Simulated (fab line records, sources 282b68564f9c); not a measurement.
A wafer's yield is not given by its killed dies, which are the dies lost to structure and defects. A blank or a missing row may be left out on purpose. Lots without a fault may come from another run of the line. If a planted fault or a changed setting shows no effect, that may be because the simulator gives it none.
Problem report, 8D (eight disciplines) form, completed by code    flow ritCmos    the parts of the form that need people (team, actions taken, sign-off) are left out

## 1. WHAT WENT WRONG
Across 6 wafers from 2 lots, PLDD_TW at RIT_PLDD_TW_MEAS_10 averages 30, while fault-free wafers read 2336 with a standard deviation of 23. So: -99 or more standard deviations from the usual mean.
The first sign was on wafer L550.3 at day 4 02:33, on filmMetro-04. The record holds 42 wafers of 14 lots with a number at this step. Rule for "out" (also "out of limits"): further than 4 standard deviations from the usual mean. All remaining wafers that have a number are taken as sound.

## 2. WHAT IT IS AND WHAT IT IS NOT
question                     is                      is not
which readings at this step  PLDD_TW                 -
which lots                   L550, L551              L544, L545, L554, L555, L556, L557, L558, L562, L564, L565, L566, L567
which wafers of those lots   all that have a number  -
read on which gauges         filmMetro-04            filmMetro-01
when                         from day 4 02:33        up to then (6 sound wafers); but 30 sound wafers of L554, L555, L556, L557, L558, L562, L564, L565, L566, L567 came after

## 3. SUSPECTS, AND WHAT RULES EACH OUT
Counting: a tool stays on the suspect list if, at a process step up to the reading, it processed all lots that are out and no sound lot following the first of them.
- the gauge at RIT_PLDD_TW_MEAS_10: kept. All the wafers that are out were read on filmMetro-04, and no step on other tools shows them out.
- plasmaAsher-03 at RIT_NLDD_STRIP_09 (strips in O2, time 180 s): ruled out as a lasting fault. The sound lots L555, L556, L557, L558, L562 went through it after L550, its earliest lot that is out (day 4 00:34).
After counting, what remains is filmMetro-04 at RIT_PLDD_TW_MEAS_10.

## 4. THE CAUSE (what the simulator had put in)
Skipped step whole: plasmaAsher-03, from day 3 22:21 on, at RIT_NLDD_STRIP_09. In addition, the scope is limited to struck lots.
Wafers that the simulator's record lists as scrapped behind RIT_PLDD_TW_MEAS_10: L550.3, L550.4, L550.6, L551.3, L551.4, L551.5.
It was ruled out by counting, in error; the rule expects a fault to strike all lots run on its tool from its start on, and this fault did not.

## 5. THE CHAIN OF EFFECTS, in route order
Each row: a reading whose mean over the struck wafers that have a number lies more than 3 standard deviations from the usual. Readings are gone through only where the record gives a usual standard deviation; hours: the median, over the lots, of the time from a lot's start at the first step in this table giving one to that lot's start at this step; sigmas: the change measured in usual standard deviations.
hours  step                 reading  usual  on struck wafers  change  sigmas
0      RIT_PLDD_TW_MEAS_10  PLDD_TW  2336   30                -2306   -99 or more
Readings that are blank on the struck wafers while sound wafers have them: chamberPressureMTorr at RIT_NLDD_STRIP_09; drypumpMotorCurrentA at RIT_NLDD_STRIP_09.

## 6. WHAT WOULD HAVE CAUGHT IT SOONER
Counted from the fault's start at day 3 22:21, it took 4 hours until the first out-of-limits reading at a measuring or inspecting step in this record, taken at day 4 02:33.
At RIT_NLDD_STRIP_09 the tool's readings are blank on the struck wafers, where sound wafers have them: an empty tool record is the first sign, and it was there at once.
